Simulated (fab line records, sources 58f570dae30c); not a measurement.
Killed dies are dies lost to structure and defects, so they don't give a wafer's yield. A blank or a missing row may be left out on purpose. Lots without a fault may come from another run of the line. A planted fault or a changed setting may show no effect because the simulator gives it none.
Split-lot experiment | flow berkeley_cmos170 | 5 lots, 23 wafers read, on a route of 331 steps

THE SPLIT
At UCB170_ACTIVE_ETCH_15 (etches Si3N4 in CH3F/Ar/O2, stops on SiO2, target depth 242 nm, time 151 s), the setting rf_w was moved away from the recipe's 450 W on 8 of the 23 wafers read, by -9.6% to +3.8%. The other wafers ran this setting at the recipe's value.

FROM THE SPLIT TO THE READING: what the file shows between them, 3 steps
- UCB170_ACTIVE_STRIP_16: strips in O2
- UCB170_ACTIVE_CLEAN_17: cleans in SPM, time 600 s
- UCB170_PFIELD_STRIP_08: strips in O2

THE READING
SiO2_of_ACTIVE_OXIDATION_02.thk_nm (the simulator's own value, which no gauge read), in nm, at UCB170_FIELD_CLEAN_00 (cleans in dHF, time 7.5 s). The file gives no usual value for it. The 15 wafers here that ran the recipe average 21.20 nm, standard deviation 0.86 nm.

wafer  | tool, chamber at the split | rf_w as run, W | against the recipe | SiO2_of_ACTIVE_OXIDATION_02.thk_nm, nm | against lot-mates on the recipe
L076.1 | rie_diel-01, 1             | 450            | recipe             | 21.8                                   | -
L076.4 | rie_diel-01, 0             | 450            | recipe             | 22.02                                  | -
L076.6 | rie_diel-01, 3             | 450            | recipe             | 21.97                                  | -
L081.1 | rie_diel-02, 0             | 406.9          | -9.6%              | 20.2                                   | +0.48
L081.2 | rie_diel-02, 3             | 450            | recipe             | 19.91                                  | -
L081.3 | rie_diel-02, 1             | 450            | recipe             | 19.52                                  | -
L081.5 | rie_diel-02, 2             | 406.9          | -9.6%              | 20.56                                  | +0.84
L081.6 | rie_diel-02, 3             | 406.9          | -9.6%              | 20.52                                  | +0.80
L082.2 | rie_diel-04, 2             | 431.3          | -4.2%              | 23.18                                  | +0.53
L082.3 | rie_diel-04, 0             | 431.3          | -4.2%              | 23.21                                  | +0.56
L082.4 | rie_diel-04, 3             | 450            | recipe             | 22.74                                  | -
L082.5 | rie_diel-04, 2             | 450            | recipe             | 22.56                                  | -
L082.6 | rie_diel-04, 3             | 431.3          | -4.2%              | 23.01                                  | +0.36
L079.1 | rie_diel-01, 3             | 450            | recipe             | 20.77                                  | -
L079.2 | rie_diel-01, 0             | 450            | recipe             | 20.8                                   | -
L079.3 | rie_diel-01, 1             | 450            | recipe             | 20.76                                  | -
L079.4 | rie_diel-01, 2             | 450            | recipe             | 20.92                                  | -
L079.5 | rie_diel-01, 2             | 450            | recipe             | 20.88                                  | -
L084.1 | rie_diel-01, 1             | 450            | recipe             | 20.91                                  | -
L084.2 | rie_diel-01, 0             | 467            | +3.8%              | 20.72                                  | -0.39
L084.4 | rie_diel-01, 2             | 450            | recipe             | 21.32                                  | -
L084.5 | rie_diel-01, 0             | 467            | +3.8%              | 20.58                                  | -0.53
L084.6 | rie_diel-01, 3             | 450            | recipe             | 21.1                                   | -

THE FIT
A straight line over all 23 wafers: SiO2_of_ACTIVE_OXIDATION_02.thk_nm changes by -0.00844 nm for each +1% of rf_w; r = -0.03; the points scatter about the line by 1.1 nm.
The same after taking each lot's own level away (the mean of its wafers on the recipe; 23 wafers): -0.085 nm for each +1%; r = -0.91; scatter 0.15 nm.
On that fit, the largest move of rf_w shifts the reading by 0.81 nm.
The lots' own levels span 19.715 to 22.650 nm, that is 3.4 times the standard deviation above.
So the lot-to-lot level blurs the effect unless lot-mates are compared.
Check: with one of the wafers moved furthest among these (-9.6%) left out of the fit, the line predicts +0.918 nm for it against its lot-mates. It came out at +0.485 nm against them.

OTHER SPLITS ON THESE WAFERS
These wafers also went through other splits before the reading. Each is held against what the fit with the lots' levels taken away leaves over:
other split on the same wafers       | wafers away from the commonest value | r with SiO2_of_ACTIVE_OXIDATION_02.thk_nm (lot level and that fit taken away)
UCB170_START_OXIDATION_02 ox_time_s  | 15                                   | +0.37
UCB170_ZERO_STRIP_07 o2_flow_sccm    | 4                                    | +0.16
UCB170_PWELL_CVD_05 time_s           | 15                                   | +0.01
UCB170_ACTIVE_OXIDATION_02 ox_time_s | 15                                   | +0.31
UCB170_ACTIVE_COAT_08 spin_rpm       | 9                                    | -0.41

THE WHOLE CHAIN: every reading that the file lists as answering this split, in the file's order
step                  | what it does                                                               | reading                                                                             | change (the file's fit)                | r (the file's)
UCB170_ACTIVE_ETCH_15 | etches Si3N4 in CH3F/Ar/O2, stops on SiO2, target depth 242 nm, time 151 s | SiO2_of_ACTIVE_OXIDATION_02.thk_nm (the simulator's own value, which no gauge read) | -0.0851 nm for each +1% of the setting | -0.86
UCB170_FIELD_CLEAN_00 | cleans in dHF, time 7.5 s                                                  | SiO2_of_ACTIVE_OXIDATION_02.thk_nm (the simulator's own value, which no gauge read) | -0.0858 nm for each +1% of the setting | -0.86

THE FILE'S OWN FIT
SiO2_of_ACTIVE_OXIDATION_02.thk_nm changes by -0.0858 nm for each +1% of rf_w, r = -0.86.
